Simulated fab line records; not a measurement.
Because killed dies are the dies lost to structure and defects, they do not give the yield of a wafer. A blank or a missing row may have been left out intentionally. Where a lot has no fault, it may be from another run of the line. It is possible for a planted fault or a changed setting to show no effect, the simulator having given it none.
Check for tools in common / flow berkeley_cmos170 / 14 lots and 42 wafers in the sample

THE REASON FOR OPENING IT
Of 14 lots, 2 have the reading SPACER_TEOS_THK flagged at UCB170_SPACER_THK_MEAS_01. No-fault wafers: 375 nm, standard deviation 5.1.
Rule: flag the lot when none of its wafers has a number, or when each of its wafers that has one lies beyond 4 standard deviations from that mean. As for the other lots, they are considered sound.

lot=L305; measured=day 7 15:26; on=film_metro-04; SPACER_TEOS_THK (nm), wafer by wafer=371 378 380; flag=
lot=L304; measured=day 7 15:35; on=film_metro-03; SPACER_TEOS_THK (nm), wafer by wafer=371 366 371; flag=
lot=L306; measured=day 8 00:35; on=film_metro-04; SPACER_TEOS_THK (nm), wafer by wafer=372 371 383; flag=
lot=L307; measured=day 8 01:34; on=film_metro-01; SPACER_TEOS_THK (nm), wafer by wafer=368 375 377; flag=
lot=L313; measured=day 9 09:43; on=film_metro-01; SPACER_TEOS_THK (nm), wafer by wafer=372 376 385; flag=
lot=L311; measured=day 9 10:08; on=film_metro-04; SPACER_TEOS_THK (nm), wafer by wafer=372 376 372; flag=
lot=L312; measured=day 9 10:23; on=film_metro-01; SPACER_TEOS_THK (nm), wafer by wafer=367 365 375; flag=
lot=L315; measured=day 9 20:24; on=film_metro-03; SPACER_TEOS_THK (nm), wafer by wafer=374 374 383; flag=
lot=L314; measured=day 9 20:39; on=film_metro-03; SPACER_TEOS_THK (nm), wafer by wafer=373 383 380; flag=
lot=L316; measured=day 10 13:06; on=film_metro-03; SPACER_TEOS_THK (nm), wafer by wafer=373 372 381; flag=
lot=L317; measured=day 10 13:25; on=film_metro-04; SPACER_TEOS_THK (nm), wafer by wafer=383 374 376; flag=
lot=L318; measured=day 10 13:58; on=film_metro-01; SPACER_TEOS_THK (nm), wafer by wafer=371 370 376; flag=
lot=L319; measured=day 11 03:32; on=film_metro-03; SPACER_TEOS_THK (nm), wafer by wafer=413 422 419; flag=FLAGGED
lot=L320; measured=day 11 03:45; on=film_metro-03; SPACER_TEOS_THK (nm), wafer by wafer=412 417 416; flag=FLAGGED
The mean of the flagged lots' numbers is 416 nm, +42 nm from the usual (+8 standard deviations).

TOOL THAT RAN EACH LOT
2 process steps preceding the reading are held in the record, out of 331 steps in the route. Each cell gives the tool, then ch followed by the chambers the sampled wafers passed through, then the start.
lot=L305; flag=; UCB170_NLDD_STRIP_10=plasma_asher-02 ch 0,1, day 7 15:04; UCB170_SPACER_CVD_00=pecvd-04 ch 0,1, day 7 15:22
lot=L304; flag=; UCB170_NLDD_STRIP_10=plasma_asher-03 ch 0,1, day 7 15:11; UCB170_SPACER_CVD_00=pecvd-03 ch 0,2, day 7 15:32
lot=L306; flag=; UCB170_NLDD_STRIP_10=plasma_asher-03 ch 0,1, day 8 00:11; UCB170_SPACER_CVD_00=pecvd-03 ch 0,2, day 8 00:32
lot=L307; flag=; UCB170_NLDD_STRIP_10=plasma_asher-02 ch 0,1, day 8 00:55; UCB170_SPACER_CVD_00=pecvd-04 ch 0,1, day 8 01:31
lot=L313; flag=; UCB170_NLDD_STRIP_10=plasma_asher-04 ch 0,1, day 9 09:20; UCB170_SPACER_CVD_00=pecvd-01 ch 0,2, day 9 09:41
lot=L311; flag=; UCB170_NLDD_STRIP_10=plasma_asher-03 ch 0,1, day 9 09:46; UCB170_SPACER_CVD_00=pecvd-04 ch 0,1,2, day 9 10:04
lot=L312; flag=; UCB170_NLDD_STRIP_10=plasma_asher-04 ch 0,1, day 9 10:01; UCB170_SPACER_CVD_00=pecvd-03 ch 0,1, day 9 10:20
lot=L315; flag=; UCB170_NLDD_STRIP_10=plasma_asher-03 ch 0,1, day 9 20:02; UCB170_SPACER_CVD_00=pecvd-04 ch 0,1,2, day 9 20:22
lot=L314; flag=; UCB170_NLDD_STRIP_10=plasma_asher-04 ch 0,1, day 9 19:45; UCB170_SPACER_CVD_00=pecvd-03 ch 0,1,2, day 9 20:37
lot=L316; flag=; UCB170_NLDD_STRIP_10=plasma_asher-03 ch 0,1, day 10 12:43; UCB170_SPACER_CVD_00=pecvd-03 ch 0,1,2, day 10 13:04
lot=L317; flag=; UCB170_NLDD_STRIP_10=plasma_asher-02 ch 0,1, day 10 13:02; UCB170_SPACER_CVD_00=pecvd-01 ch 0,1,2, day 10 13:21
lot=L318; flag=; UCB170_NLDD_STRIP_10=plasma_asher-04 ch 0,1, day 10 13:34; UCB170_SPACER_CVD_00=pecvd-04 ch 0,1, day 10 13:55
lot=L319; flag=FLAGGED; UCB170_NLDD_STRIP_10=plasma_asher-03 ch 0,1, day 11 03:04; UCB170_SPACER_CVD_00=pecvd-03 ch 0,1, day 11 03:28
lot=L320; flag=FLAGGED; UCB170_NLDD_STRIP_10=plasma_asher-02 ch 1, day 11 03:20; UCB170_SPACER_CVD_00=pecvd-03 ch 0,2, day 11 03:40
What is done by these steps:
- UCB170_NLDD_STRIP_10: strips in O2.
- UCB170_SPACER_CVD_00: deposits SiO2 from TEOS/O2, target thk 376 nm, time 47 s.
- UCB170_SPACER_THK_MEAS_01

FLAGGED OVER TOTAL, TOOL BY TOOL (the gauges that took the reading come last)
step=UCB170_NLDD_STRIP_10; tool=plasma_asher-02; lots run=4; flagged=1; share of the flagged lots=some; sound lots run after its first flagged lot=0
step=UCB170_NLDD_STRIP_10; tool=plasma_asher-03; lots run=6; flagged=1; share of the flagged lots=some; sound lots run after its first flagged lot=0
step=UCB170_NLDD_STRIP_10; tool=plasma_asher-04; lots run=4; flagged=0; share of the flagged lots=none; sound lots run after its first flagged lot=-
step=UCB170_SPACER_CVD_00; tool=pecvd-01; lots run=2; flagged=0; share of the flagged lots=none; sound lots run after its first flagged lot=-
step=UCB170_SPACER_CVD_00; tool=pecvd-03; lots run=7; flagged=2; share of the flagged lots=all; sound lots run after its first flagged lot=0
step=UCB170_SPACER_CVD_00; tool=pecvd-04; lots run=5; flagged=0; share of the flagged lots=none; sound lots run after its first flagged lot=-
step=UCB170_SPACER_THK_MEAS_01; tool=film_metro-01; lots run=4; flagged=0; share of the flagged lots=none; sound lots run after its first flagged lot=-
step=UCB170_SPACER_THK_MEAS_01; tool=film_metro-03; lots run=6; flagged=2; share of the flagged lots=all; sound lots run after its first flagged lot=0
step=UCB170_SPACER_THK_MEAS_01; tool=film_metro-04; lots run=4; flagged=0; share of the flagged lots=none; sound lots run after its first flagged lot=-

WHAT THE TABLE ALLOWS
Rows of the table that ran all the flagged lots, 2 in number: pecvd-03 at UCB170_SPACER_CVD_00; film_metro-03 at UCB170_SPACER_THK_MEAS_01.
- pecvd-03 at UCB170_SPACER_CVD_00: 2 of its 7 lots flagged. Its last sound lot is L316 (day 10 13:04), its first flagged lot L319 (day 11 03:28): a fault that began between those two fits. Its own readings (run_length_s) fall more than 4 standard deviations out on all wafers of the flagged lots.
- film_metro-03 at UCB170_SPACER_THK_MEAS_01: 2 of its 6 lots flagged. Its last sound lot is L316 (day 10 13:06), its first flagged lot L319 (day 11 03:32): a fault that began between those two fits.
Because each of these 2 tools fits a fault that began at some hour, counting lots does not separate them. More lots, or a look at what each step does to the wafer, might.

WHAT THE SIMULATOR PUT IN
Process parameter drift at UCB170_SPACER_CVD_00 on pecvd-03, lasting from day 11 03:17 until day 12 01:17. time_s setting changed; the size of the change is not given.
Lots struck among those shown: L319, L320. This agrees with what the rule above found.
